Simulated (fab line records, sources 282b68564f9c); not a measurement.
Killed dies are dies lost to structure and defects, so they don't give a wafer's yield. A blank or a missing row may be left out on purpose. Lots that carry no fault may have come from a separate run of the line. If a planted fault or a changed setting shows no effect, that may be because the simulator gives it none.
Comparing a struck lot with a sound one :: flow rit cmos :: 27 out of 202 route steps
Sound: these wafers, L975.2, L975.4, L975.6. Wafers struck: L983.1, L983.4, L983.6. At the end, the cause is stated.
For every step that has rows: the tool of each side, followed by ch and its chambers, followed by its first start. Under that, the readings that differ: sound wafers :: struck wafers :: difference of the means :: sigmas: that difference in standard deviations of wafers without a fault.
alike: readings whose means differ by less than 2 such deviations, and words and numbers that are the same on both sides. not compared: withheld readings, readings that some wafer has no value for, bounds like >300 that may hide the same value, and numbers for which the record gives no deviation and whose values overlap.
A row with sigmas, a row that says differs or no value, or rows on one side alone: a step with any of these is where the two part. Non-overlapping numbers with no deviation appear without sigmas and do not part them. A reading that every wafer of one side lacks parts them only if that side has two wafers or more.

RIT_ACTIVE_BOW_MEAS_00:
  sound on film metro-02 at day 1 15:01; struck on film metro-01 at day 3 07:00
  alike: INCOMING_BOW
then, 1 step without rows for these wafers: RIT_ACTIVE_OXIDATION_01 (target thk 46.8 nm, ox time 3360 s).
RIT_ACTIVE_THK_MEAS_02:
  sound on film metro-03 at day 1 17:23; struck on film metro-03 at day 3 10:38
  alike: ACTIVE_OXIDE_THK
RIT_ACTIVE_CVD_03: deposits Si3N4 from SiH2Cl2/NH3, target thk 150 nm, time 1500 s.
  sound on lpcvd-01 ch 0, day 1 17:54; struck on lpcvd-01 ch 1, day 3 10:42
reading: spike tc centre C (C)
sound: 814.1 811.6 814.0
struck: 825.3 826.4 824.2
difference: +12.1
sigmas: +7

reading: spike tc load C (C)
sound: 835.1 834.7 837.8
struck: 850.2 850.1 848.9
difference: +13.9
sigmas: +5

reading: spike tc source C (C)
sound: 831.2 832.4 830.5
struck: 844.5 845.4 843.8
difference: +13.2
sigmas: +8

reading: susceptor temp C (C)
sound: 810.2 810.0 810.0
struck: 825.0 824.8 825.1
difference: +14.9
sigmas: +48

reading: model.Si3N4_of_ACTIVE_CVD_03.thk nm (nm)
sound: 152.3 151.3 151.3
struck: 196.6 196.1 196.1
difference: +44.6
sigmas: 
  alike: zone power centre pct
RIT_ACTIVE_THK_MEAS_04:
  sound on film metro-03 at day 1 19:20; struck on film metro-03 at day 3 12:07
reading: ACTIVE_NITRIDE_THK (nm)
sound: 152.2 151.4 151.3
struck: 196.6 196.0 196.0
difference: +44.6
sigmas: +32
then, 6 steps without rows for these wafers: RIT_ACTIVE_HMDS_05 (prime time 60 s); RIT_ACTIVE_COAT_06 (resist thk 1000 nm); RIT_ACTIVE_SOFTBAKE_07 (time 60 s); RIT_ACTIVE_EXPOSE_08 (exposes mask M1, target cd 1400 nm); RIT_ACTIVE_PEB_09; RIT_ACTIVE_DEVELOP_10 (develop time 50 s).
RIT_ACTIVE_CD_MEAS_11: the cd target is 1400 nm.
  sound on cd sem-02 at day 1 20:20; struck on cd sem-02 at day 3 13:01
  alike: cd nm
then, 1 step without rows for these wafers: RIT_ACTIVE_HARDBAKE_12 (time 60 s).
RIT_ACTIVE_ETCH_13: etches Si3N4 in SF6, stops on SiO2, time 210 s, target depth 210 nm.
  sound on rie diel-04 ch 2,3, day 1 20:37; struck on rie diel-03 ch 0,1,2, day 3 13:17
reading: oes product au (a.u.)
sound: 0.831 0.808 0.825
struck: 0.958 0.954 0.951
difference: +0.133
sigmas: +12

reading: model.ACTIVE.feature depth nm (nm)
sound: 153.4 151.3 152.3
struck: 196.6 197.6 196.1
difference: +44.4
sigmas: 

reading: model.etch.depth nm (nm)
sound: 152.3 151.3 151.3
struck: 196.6 196.1 196.1
difference: +44.6
sigmas: 
  alike: drypump motor current A, throttle valve pct
  not compared: rf hours counter h
RIT_ACTIVE_STRIP_14: strips in O2, time 180 s.
  sound on plasma asher-02 ch 1, day 1 20:45; struck on plasma asher-02 ch 0,1, day 3 13:26
  alike: drypump motor current A, rf refl power W
  not compared: rf hours counter h
RIT_ACTIVE_CD_MEAS_90: the cd target is 1400 nm.
  sound on cd sem-01 at day 1 20:56; struck on cd sem-01 at day 3 13:36
  alike: cd nm
then, 4 steps without rows for these wafers: RIT_ACTIVE_CLEAN_15 (cleans in SC1, time 600 s); RIT_ACTIVE_CLEAN_16 (cleans in dHF, time 30 s); RIT_ACTIVE_CLEAN_17 (cleans in SC2, time 600 s); RIT_FOX1_OXIDATION_00 (target thk 350.7 nm, ox time 1130 s).
RIT_FOX1_THK_MEAS_01:
  sound on film metro-04 at day 1 22:44; struck on film metro-04 at day 3 17:18
  alike: FOX1_OXIDE_THK
then, 2 steps without rows for these wafers: RIT_FOX1_WET_ETCH_02 (etches SiO2 in BOE, target depth 350 nm, time 390 s); RIT_FOX2_OXIDATION_00 (target thk 350.7 nm, ox time 1130 s).
RIT_FOX2_THK_MEAS_01:
  sound on film metro-02 at day 2 00:14; struck on film metro-01 at day 3 19:10
  alike: FOX2_OXIDE_THK
RIT_FOX2_CLEAN_02: cleans in dHF, time 180 s.
  sound on wet bench-04 ch 1, day 2 00:17; struck on wet bench-02 ch 1, day 3 19:13
reading: model.Si3N4_of_ACTIVE_CVD_03.thk nm (nm)
sound: 133.2 132.2 132.1
struck: 177.4 176.9 176.9
difference: +44.6
sigmas: 
then, 1 step without rows for these wafers: RIT_FOX2_WET_ETCH_03 (etches Si3N4 in H3PO4, target depth 195 nm, time 2700 s).
RIT_M1_PROBE_99:
  sound on prober-02 at day 3 15:24; struck on prober-02 at day 5 14:58
reading: model.etest.pldd.width nm (nm)
sound: 3165 3168 3161
struck: 3172 3211 3222
difference: +37
sigmas: 

reading: model.etest.nldd.width nm (nm)
sound: 3159 3162 3163
struck: 3182 3206 3194
difference: +33
sigmas: 

reading: model.etest.pplus sal.width nm (nm)
sound: 3436 3406 3411
struck: 3454 3466 3469
difference: +45
sigmas: 
  not compared: model.etest.nplus sal.width nm

## WHERE THEY PART
Earliest at RIT_ACTIVE_CVD_03; latest, in this record, at RIT_ACTIVE_ETCH_13. Later steps at which nothing parts them and some readings are alike: RIT_ACTIVE_STRIP_14, RIT_ACTIVE_CD_MEAS_90, RIT_FOX1_THK_MEAS_01, RIT_FOX2_THK_MEAS_01.

WHY: the cause the simulator had injected
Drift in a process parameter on lpcvd-01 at RIT_ACTIVE_CVD_03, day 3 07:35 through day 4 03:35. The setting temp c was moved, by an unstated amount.
